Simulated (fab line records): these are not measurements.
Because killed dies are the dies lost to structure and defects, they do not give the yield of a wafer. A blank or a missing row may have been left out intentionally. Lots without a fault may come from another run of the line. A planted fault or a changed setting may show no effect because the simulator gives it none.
One fault seen from 2 desks | flow berkeley_cmos170 | each desk holds nothing but its own numbers, with what lay behind them at the end

== THE METROLOGY DESK ==
Lot by lot, what the gauges showed, no matter which tool ran the lot: averages of those sampled wafers that carry a number. Any lot whose mean is over 4 standard deviations away from the usual mean is out of limits and marked OUT; that distance is given in the brackets.
Columns: A = PVT_OVL at UCB170_PVT_OVL_MEAS_06, usual 0 nm; B = PVT_TW at UCB170_PVT_TW_MEAS_09, usual 509; C = GATE_POLY_THK at UCB170_GATE_THK_MEAS_05, usual 214.5 nm
lot  | first seen here | A  | B              | C
L244 | day 5 12:40     | -8 | 498            | 215.1
L245 | day 5 21:47     | 6  | 500            | 211.7
L247 | day 6 10:29     | -2 | 511            | 216.2
L251 | day 7 09:05     | -1 | 515            | 215.3
L253 | day 7 17:14     | 9  | 508            | 216.6
L254 | day 7 22:20     | -0 | 463 (-8.2) OUT | 211.2
L257 | day 8 10:25     | 3  | 471 (-6.8) OUT | 210.5
L256 | day 8 11:01     | 2  | 515            | 214.6
L259 | day 8 20:52     | 2  | 514            | 213.4
L261 | day 9 08:14     | -0 | 513            | 214.7
L262 | day 9 16:25     | -5 | 510            | 218.2
L264 | day 10 03:56    | 5  | 509            | 216.3
L263 | day 10 04:16    | -6 | 507            | 211.4
L266 | day 10 21:49    | 1  | 501            | 216.6
This desk reports L254, L257 out of limits; the earliest was L254 at day 7 22:38 (PVT_TW at UCB170_PVT_TW_MEAS_09). Within limits: L244, L245, L247, L251, L253, L256, L259, L261, L262, L264, L263, L266.

== FOR THE TOOL OWNER'S DESK: implanter-04 ==
The tool's own readings at UCB170_PVT_IMPLANT_07: means of the sampled wafers that have a number, for each lot that ran on this tool. Any lot whose mean is over 4 standard deviations away from the usual mean is out of limits and marked OUT; that distance is given in the brackets.
Columns: A = beam_on_s at UCB170_PVT_IMPLANT_07, usual 10.01 s; B = faraday_current_uA at UCB170_PVT_IMPLANT_07, usual 6.34
lot  | first seen here | A              | B
L245 | day 5 21:50     | 10.15          | 6.25
L247 | day 6 10:34     | 9.90           | 6.41
L254 | day 7 22:23     | 7.74 (-13) OUT | 8.21 (+17) OUT
L257 | day 8 10:26     | 7.75 (-13) OUT | 8.16 (+17) OUT
This desk's finding: out of limits on L254, L257; first on L254, day 7 22:23 (beam_on_s at UCB170_PVT_IMPLANT_07). Within limits: L245, L247.

== PUT TOGETHER ==
At day 7 22:23, on L254, L257, the tool owner's desk was in a position to raise an alarm.
L254, L257 would have let the metrology desk raise an alarm at day 7 22:38.
All the named lots went through UCB170_PVT_IMPLANT_07 on implanter-04.

== WHAT THE SIMULATOR HAD INSERTED ==
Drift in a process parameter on implanter-04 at UCB170_PVT_IMPLANT_07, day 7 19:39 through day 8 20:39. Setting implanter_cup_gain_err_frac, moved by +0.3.
Lots struck among those shown: L254, L257.
Time in hours from fault onset to the first out-of-limits reading at each desk: tool owner's desk 3, metrology desk 3.
